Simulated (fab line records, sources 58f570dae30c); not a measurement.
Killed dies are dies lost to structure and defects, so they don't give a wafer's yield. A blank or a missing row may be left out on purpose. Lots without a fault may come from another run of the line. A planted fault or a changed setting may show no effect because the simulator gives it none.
Tool commonality check | flow berkeley_cmos170 | 14 lots, 42 wafers sampled

WHY IT WAS OPENED
At UCB170_M3_RS_MEAS_02 the reading M3_AL_RS is flagged on 2 of 14 lots. Wafers without a fault read 0.0321 ohm/sq, standard deviation 0.00037.
Rule: a lot is flagged when every wafer of it that has a number lies more than 4 standard deviations from that mean, or none has a number. The other lots count as sound.

lot  | measured     | on            | M3_AL_RS (ohm/sq), wafer by wafer | flag
L581 | day 8 08:33  | film_metro-04 | 0.0321 0.0321 0.0321              |
L582 | day 8 14:58  | film_metro-04 | 0.0318 0.0320 0.0322              |
L586 | day 8 20:54  | film_metro-02 | 0.0324 0.0322 0.0323              |
L583 | day 8 21:06  | film_metro-04 | 0.0319 0.0319 0.0318              |
L585 | day 8 22:15  | film_metro-01 | 0.0323 0.0323 0.0320              |
L589 | day 9 07:00  | film_metro-02 | 0.0314 0.0316 0.0320              |
L588 | day 9 07:16  | film_metro-04 | 0.0322 0.0321 0.0319              |
L587 | day 9 07:33  | film_metro-02 | 0.0316 0.0318 0.0317              |
L590 | day 9 19:50  | film_metro-01 | 0.0314 0.0314 0.0316              |
L591 | day 9 20:48  | film_metro-01 | 0.0323 0.0325 0.0323              |
L593 | day 10 13:53 | film_metro-04 | 0.0320 0.0324 0.0322              |
L601 | day 11 22:22 | film_metro-02 | 0.0475 0.0481 0.0472              | FLAGGED
L602 | day 12 00:55 | film_metro-02 | 0.0326 0.0322 0.0324              |
L603 | day 12 08:33 | film_metro-02 | 0.0466 0.0465 0.0462              | FLAGGED
The numbers of the flagged lots are 0.0470 ohm/sq on average: +0.0149 ohm/sq against the usual, or +40 standard deviations.

WHICH TOOL RAN EACH LOT
The record holds 1 process step before the reading, out of a route of 331 steps. In each cell: the tool, then ch and the chambers that the sampled wafers went through, then the start.
lot  | flag    | UCB170_M3_SPUTTER_01
L581 |         | pvd_sputter-02, day 8 08:28
L582 |         | pvd_sputter-02, day 8 14:52
L586 |         | pvd_sputter-04, day 8 20:47
L583 |         | pvd_sputter-02, day 8 20:59
L585 |         | pvd_sputter-03, day 8 22:10
L589 |         | pvd_sputter-02, day 9 06:55
L588 |         | pvd_sputter-03, day 9 07:10
L587 |         | pvd_sputter-04, day 9 07:28
L590 |         | pvd_sputter-02, day 9 19:46
L591 |         | pvd_sputter-04, day 9 20:43
L593 |         | pvd_sputter-03, day 10 13:49
L601 | FLAGGED | pvd_sputter-02, day 11 22:16
L602 |         | pvd_sputter-03, day 12 00:46
L603 | FLAGGED | pvd_sputter-02, day 12 08:28
What these steps do:
- UCB170_M3_SPUTTER_01: material Al, target thk 900 nm, time 120 s.
- UCB170_M3_RS_MEAS_02: measures by four-point-probe.

FLAGGED OVER TOTAL, TOOL BY TOOL (the gauges that took the reading come last)
step                 | tool           | lots run | flagged | share of the flagged lots | sound lots run after its first flagged lot
UCB170_M3_SPUTTER_01 | pvd_sputter-02 | 7        | 2       | all                       | 0
UCB170_M3_SPUTTER_01 | pvd_sputter-03 | 4        | 0       | none                      | -
UCB170_M3_SPUTTER_01 | pvd_sputter-04 | 3        | 0       | none                      | -
UCB170_M3_RS_MEAS_02 | film_metro-01  | 3        | 0       | none                      | -
UCB170_M3_RS_MEAS_02 | film_metro-02  | 6        | 2       | all                       | 1 (L602)
UCB170_M3_RS_MEAS_02 | film_metro-04  | 5        | 0       | none                      | -

WHAT THE TABLE ALLOWS
2 rows of the table ran every flagged lot: pvd_sputter-02 at UCB170_M3_SPUTTER_01, film_metro-02 at UCB170_M3_RS_MEAS_02.
- pvd_sputter-02 at UCB170_M3_SPUTTER_01: 2 of its 7 lots flagged. Its last sound lot is L590 (day 9 19:46), its first flagged lot L601 (day 11 22:16): a fault that began between those two fits.
- film_metro-02 at UCB170_M3_RS_MEAS_02: 2 of its 6 lots flagged. Sound lots ran on it after the first flagged one (L602), which a lasting fault on the whole tool wouldn't allow.
One tool is left: pvd_sputter-02 at UCB170_M3_SPUTTER_01.

WHAT THE SIMULATOR HAD PUT IN
Process parameter drift: pvd_sputter-02, from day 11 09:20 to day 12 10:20, at UCB170_M3_SPUTTER_01. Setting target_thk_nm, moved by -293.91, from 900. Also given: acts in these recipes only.
Lots struck among those shown: L601, L603. The rule above found the same.
